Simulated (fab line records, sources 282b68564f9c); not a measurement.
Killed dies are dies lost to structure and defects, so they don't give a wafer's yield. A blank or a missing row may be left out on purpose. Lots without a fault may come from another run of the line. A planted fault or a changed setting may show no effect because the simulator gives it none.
Which tool did it? | flow rit_cmos | 14 lots, 42 wafers sampled, at 5 steps of a route of 202

WHAT THE GAUGES READ, wafer by wafer
RIT_NLDD_OVL_MEAS_06.
lot  | measured    | on         | NLDD_OVL (nm)
L632 | day 2 17:41 | overlay-01 | 1.3 2.0 0.0
L633 | day 3 00:19 | overlay-02 | -0.1 -1.7 2.0
L634 | day 3 03:40 | overlay-01 | -2.3 -0.7 -0.4
L635 | day 3 08:02 | overlay-02 | -2.8 -1.2 -3.5
L637 | day 3 19:02 | overlay-01 | -2.8 -0.5 -1.4
L639 | day 4 03:57 | overlay-02 | 1.7 1.1 1.0
L642 | day 4 19:22 | overlay-02 | -2.1 -2.5 -3.0
L643 | day 5 01:14 | overlay-01 | -0.4 0.3 -0.5
L644 | day 5 06:28 | overlay-01 | 0.0 1.3 1.3
L649 | day 6 07:12 | overlay-01 | 2.8 2.1 1.5
L651 | day 6 16:46 | overlay-02 | 0.7 0.0 -0.4
L653 | day 7 01:55 | overlay-02 | 0.9 -2.8 0.4
L654 | day 7 07:55 | overlay-02 | 0.1 -2.4 -0.9
L655 | day 7 11:42 | overlay-01 | 1.3 0.4 1.9

RIT_NSD_TW_MEAS_10.
lot  | measured    | on            | NSD_TW
L632 | day 2 23:42 | film_metro-04 | 3097 3095 3084
L633 | day 3 06:37 | film_metro-02 | 3093 3085 3091
L634 | day 3 09:32 | film_metro-02 | 3090 3063 3093
L635 | day 3 14:42 | film_metro-04 | 3101 3083 3108
L637 | day 4 01:01 | film_metro-02 | 3064 3077 3079
L639 | day 4 09:57 | film_metro-04 | 3114 3111 3118
L642 | day 5 01:28 | film_metro-04 | 3112 3113 3119
L643 | day 5 07:26 | film_metro-02 | 3059 3066 3077
L644 | day 5 12:37 | film_metro-02 | 3071 3046 3075
L649 | day 6 13:25 | film_metro-02 | 2796 2788 2805
L651 | day 6 22:44 | film_metro-03 | 2863 2855 2855
L653 | day 7 08:08 | film_metro-03 | 3122 3122 3125
L654 | day 7 13:53 | film_metro-02 | 3081 3081 3099
L655 | day 7 17:40 | film_metro-03 | 3132 3126 3118

RIT_SDANNEAL_RS_MEAS_05: measures by four-point-probe.
lot  | measured    | on            | NSD_RS (ohm/sq)
L632 | day 3 01:54 | film_metro-02 | 84.23 84.52 84.58
L633 | day 3 08:59 | film_metro-03 | 84.83 84.43 84.64
L634 | day 3 11:34 | film_metro-04 | 84.43 84.66 84.65
L635 | day 3 16:44 | film_metro-04 | 84.78 84.96 84.98
L637 | day 4 03:03 | film_metro-04 | 84.21 84.20 84.25
L639 | day 4 12:00 | film_metro-04 | 84.48 84.53 84.90
L642 | day 5 03:37 | film_metro-02 | 84.24 84.11 84.24
L643 | day 5 09:38 | film_metro-04 | 84.66 84.70 84.52
L644 | day 5 14:49 | film_metro-04 | 84.53 84.86 84.52
L649 | day 6 15:28 | film_metro-03 | 87.61 87.45 87.48
L651 | day 7 00:54 | film_metro-02 | 87.22 87.32 87.54
L653 | day 7 10:17 | film_metro-02 | 84.73 84.59 84.38
L654 | day 7 15:55 | film_metro-02 | 84.89 84.47 84.72
L655 | day 7 19:51 | film_metro-02 | 84.88 84.83 84.91

WHICH TOOL RAN EACH LOT (tool, then ch and the chambers of the sampled wafers, then the start)
lot  | RIT_NSD_IMPLANT_08             | RIT_NSD_STRIP_09
L632 | implanter-01 ch 0, day 2 23:23 | plasma_asher-04 ch 0,1, day 2 23:31
L633 | implanter-01 ch 0, day 3 06:19 | plasma_asher-03 ch 0,1, day 3 06:26
L634 | implanter-04 ch 0, day 3 09:13 | plasma_asher-03 ch 0,1, day 3 09:22
L635 | implanter-02 ch 0, day 3 14:22 | plasma_asher-04 ch 0,1, day 3 14:31
L637 | implanter-04 ch 0, day 4 00:42 | plasma_asher-04 ch 0,1, day 4 00:51
L639 | implanter-01 ch 0, day 4 09:38 | plasma_asher-03 ch 1, day 4 09:47
L642 | implanter-02 ch 0, day 5 01:08 | plasma_asher-04 ch 0,1, day 5 01:17
L643 | implanter-02 ch 0, day 5 07:06 | plasma_asher-03 ch 0,1, day 5 07:15
L644 | implanter-01 ch 0, day 5 12:20 | plasma_asher-02 ch 0,1, day 5 12:29
L649 | implanter-01 ch 0, day 6 13:07 | plasma_asher-02 ch 1, day 6 13:14
L651 | implanter-01 ch 0, day 6 22:25 | plasma_asher-03 ch 0,1, day 6 22:34
L653 | implanter-02 ch 0, day 7 07:49 | plasma_asher-04 ch 0,1, day 7 07:58
L654 | implanter-02 ch 0, day 7 13:34 | plasma_asher-03 ch 0, day 7 13:42
L655 | implanter-04 ch 0, day 7 17:20 | plasma_asher-02 ch 0,1, day 7 17:29
- RIT_NSD_IMPLANT_08
- RIT_NSD_STRIP_09: strips in O2, time 180 s.

WHAT THE TOOLS THEMSELVES READ (means of the sampled wafers that have a number; where no wafer has one, the mark that the record gives instead)
RIT_NSD_IMPLANT_08.
lot  | tool         | beam_energy_keV | dose_ions_cm2
L632 | implanter-01 | 24.995          | 1.002e+15
L633 | implanter-01 | 24.993          | 1.000e+15
L634 | implanter-04 | 24.986          | 9.994e+14
L635 | implanter-02 | 24.998          | 9.997e+14
L637 | implanter-04 | 25.005          | 1.000e+15
L639 | implanter-01 | 25.000          | 9.998e+14
L642 | implanter-02 | 24.999          | 1.000e+15
L643 | implanter-02 | 24.992          | 1.001e+15
L644 | implanter-01 | 24.991          | 1.002e+15
L649 | implanter-01 | 17.503          | 1.001e+15
L651 | implanter-01 | 17.508          | 9.995e+14
L653 | implanter-02 | 24.999          | 9.991e+14
L654 | implanter-02 | 25.001          | 9.993e+14
L655 | implanter-04 | 24.999          | 1.001e+15

RIT_NSD_STRIP_09.
lot  | tool            | drypump_motor_current_A (A) | o2_flow_sccm (sccm)
L632 | plasma_asher-04 | 5.2                         | 4007
L633 | plasma_asher-03 | 5.7                         | 3991
L634 | plasma_asher-03 | 5.7                         | 4004
L635 | plasma_asher-04 | 5.2                         | 3989
L637 | plasma_asher-04 | 5.2                         | 4000
L639 | plasma_asher-03 | 5.5                         | 4011
L642 | plasma_asher-04 | 5.4                         | 3998
L643 | plasma_asher-03 | 5.8                         | 3992
L644 | plasma_asher-02 | 5.8                         | 4016
L649 | plasma_asher-02 | 5.8                         | 4005
L651 | plasma_asher-03 | 5.7                         | 4001
L653 | plasma_asher-04 | 5.2                         | 4006
L654 | plasma_asher-03 | 6.1                         | 4000
L655 | plasma_asher-02 | 5.9                         | 3998

THE ANSWER, worked out from the rows above alone
Rule: what is usual is taken from the lots themselves. Put in order of their means at a reading, lots are off if they are a third of the lots or fewer, leave a main group of 4 or more, and stand apart from it by a gap of 3 or more times the standard deviation of the main group's means; of several such gaps the widest counts. A main group whose means are all the same, to the digits that the tables above print for the reading, isn't used. A lot without any number at a reading at which 4 lots or more have one is off too. The other lots that the step has rows for count as sound. The gauges are gone through in route order, then the tools' own readings, and for those a lot's mean is taken as printed above. The first step at which some lot is off is used, and at that step the reading that is off furthest; a lot without a number counts as furthest.
Off: L649, L651, at RIT_NSD_TW_MEAS_10 (NSD_TW). The main group: mean 3094, standard deviation 20.
A tool fits if, at a process step before that reading, it ran every lot that is off, and no sound lot after the first of them. The gauges at RIT_NSD_TW_MEAS_10 aren't tried: what is off there is off at RIT_NSD_IMPLANT_08 too, on other tools, and a gauge's error can't cause that. One fits: implanter-01 at RIT_NSD_IMPLANT_08. Its last sound lot is L644 (day 5 12:20), its first lot that is off L649 (day 6 13:07): a fault that began between those two fits.
The tool's own readings at RIT_NSD_IMPLANT_08 bear it out: on the lots that are off they differ by more than 5 times the standard deviation of the sound lots' means. beam_energy_keV reads 17.505 there against 24.997 on the sound lots.

WHAT THE SIMULATOR HAD PUT IN
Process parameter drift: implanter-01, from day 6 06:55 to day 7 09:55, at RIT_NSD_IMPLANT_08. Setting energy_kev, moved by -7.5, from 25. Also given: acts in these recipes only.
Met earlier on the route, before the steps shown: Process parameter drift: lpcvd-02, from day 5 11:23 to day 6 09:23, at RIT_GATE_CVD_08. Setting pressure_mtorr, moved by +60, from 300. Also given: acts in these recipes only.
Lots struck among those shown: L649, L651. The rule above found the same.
